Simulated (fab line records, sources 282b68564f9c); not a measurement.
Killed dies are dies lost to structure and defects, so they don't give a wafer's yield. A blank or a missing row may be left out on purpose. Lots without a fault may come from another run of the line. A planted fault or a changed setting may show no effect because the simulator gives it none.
A struck lot beside a sound one | flow rit_cmos | 32 steps out of a route of 202
Sound: wafers L337.2, L337.5, L337.6. Struck: wafers L327.2, L327.4, L327.6. The cause comes at the end.
At each step with rows: each side's tool, then ch and its chambers, then its first start. Under that, the readings that differ: sound wafers | struck wafers | difference of the means | sigmas: that difference in standard deviations of wafers without a fault.
alike: readings whose means differ by less than 2 such deviations, and words and numbers that are the same on both sides. not compared: withheld readings, readings that some wafer has no value for, bounds like >300 that may hide the same value, and numbers for which the record gives no deviation and whose values overlap.
The two part at a step that has a row with sigmas, a row that says differs or no value, or rows on one side only. Numbers that don't overlap but have no deviation are shown without sigmas and don't part them. A reading that every wafer of one side lacks parts them only if that side has two wafers or more.

first, 1 step without rows for these wafers: RIT_PWELL_DEVELOP_05 (develop time 70.64 s).
RIT_PWELL_OVL_MEAS_06:
  sound on overlay-02, day 5 11:45; struck on overlay-02, day 3 10:05
  alike: PWELL_OVL
then, 2 steps without rows for these wafers: RIT_PWELL_HARDBAKE_07 (time 120 s); RIT_PWELL_IMPLANT_08.
RIT_PWELL_STRIP_09: strips in O2, time 180 s.
  sound on plasma_asher-01 ch 0,1, day 5 12:11; struck on plasma_asher-02 ch 0, day 3 10:31
  alike: chamber_pressure_mTorr, drypump_motor_current_A
  not compared: rf_hours_counter_h
RIT_PWELL_TW_MEAS_10:
  sound on film_metro-03, day 5 12:22; struck on film_metro-04, day 3 10:43
  reading  | sound       | struck      | difference | sigmas
  PWELL_TW | 931 932 934 | 960 960 961 | +28        | +3
then, 1 step without rows for these wafers: RIT_WELLDRIVE_ANNEAL_00 (time 14700 s).
RIT_WELLDRIVE_RS_MEAS_01: measures by four-point-probe.
  sound on film_metro-03, day 5 18:11; struck on film_metro-03, day 3 15:52
  alike: NWELL_RS
RIT_WELLDRIVE_RS_MEAS_02: measures by four-point-probe.
  sound on film_metro-03, day 5 18:18; struck on film_metro-03, day 3 15:59
  alike: PWELL_RS
then, 3 steps without rows for these wafers: RIT_NRETRO_HMDS_00 (prime time 60 s); RIT_NRETRO_COAT_01 (resist thk 1300 nm); RIT_NRETRO_SOFTBAKE_02 (time 60 s).
RIT_NRETRO_EXPOSE_03: exposes mask M4, target cd 43900 nm.
  sound on iline_stepper-01 ch 0, day 5 18:52; struck on iline_stepper-02 ch 0, day 3 16:33
  reading | sound          | struck         | difference | sigmas
  mask    | M4#0 M4#0 M4#0 | M5#0 M5#0 M5#0 | differs    |
  alike: reticle_temp_C
then, 2 steps without rows for these wafers: RIT_NRETRO_PEB_04; RIT_NRETRO_DEVELOP_05 (develop time 69.49 s).
RIT_NRETRO_OVL_MEAS_06:
  sound on overlay-02, day 5 19:17; struck on overlay-02, day 3 16:58
  reading         | sound         | struck | difference                    | sigmas
  NRETRO_OVL (nm) | -0.7 -1.5 0.0 | - - -  | no value on the struck wafers |
then, 2 steps without rows for these wafers: RIT_NRETRO_HARDBAKE_07 (time 120 s); RIT_NRETRO_IMPLANT_08.
RIT_NRETRO_STRIP_09: strips in O2, time 180 s.
  sound on plasma_asher-02 ch 0,1, day 5 19:43; struck on plasma_asher-04 ch 0,1, day 3 17:24
  alike: chamber_pressure_mTorr, drypump_motor_current_A
  not compared: rf_hours_counter_h
RIT_NRETRO_TW_MEAS_10:
  sound on film_metro-04, day 5 19:54; struck on film_metro-04, day 3 17:35
  reading   | sound          | struck   | difference | sigmas
  NRETRO_TW | 1059 1056 1061 | 30 30 30 | -1029      | -99 or more
then, 6 steps without rows for these wafers: RIT_PRETRO_HMDS_00 (prime time 60 s); RIT_PRETRO_COAT_01 (resist thk 1300 nm); RIT_PRETRO_SOFTBAKE_02 (time 60 s); RIT_PRETRO_EXPOSE_03 (exposes mask M5, target cd 43700 nm); RIT_PRETRO_PEB_04; RIT_PRETRO_DEVELOP_05 (develop time 68 s).
RIT_PRETRO_OVL_MEAS_06:
  sound on overlay-02, day 5 20:50; struck on overlay-01, day 3 18:31
  alike: PRETRO_OVL
then, 2 steps without rows for these wafers: RIT_PRETRO_HARDBAKE_07 (time 120 s); RIT_PRETRO_IMPLANT_08.
RIT_PRETRO_STRIP_09: strips in O2, time 180 s.
  sound on plasma_asher-01 ch 0,1, day 5 21:16; struck on plasma_asher-01 ch 0,1, day 3 18:57
  alike: chamber_pressure_mTorr, drypump_motor_current_A
  not compared: rf_hours_counter_h
RIT_PRETRO_TW_MEAS_10:
  sound on film_metro-03, day 5 21:27; struck on film_metro-03, day 3 19:08
  reading   | sound       | struck         | difference | sigmas
  PRETRO_TW | 473 471 473 | 1058 1068 1058 | +589       | +92
then, 1 step without rows for these wafers: RIT_GATE_WET_ETCH_00 (etches SiO2 in BOE, target depth 56 nm, time 60 s).

WHERE THEY PART
First at RIT_PWELL_TW_MEAS_10; last, within this record, at RIT_PRETRO_TW_MEAS_10.

WHY: what the simulator had put in
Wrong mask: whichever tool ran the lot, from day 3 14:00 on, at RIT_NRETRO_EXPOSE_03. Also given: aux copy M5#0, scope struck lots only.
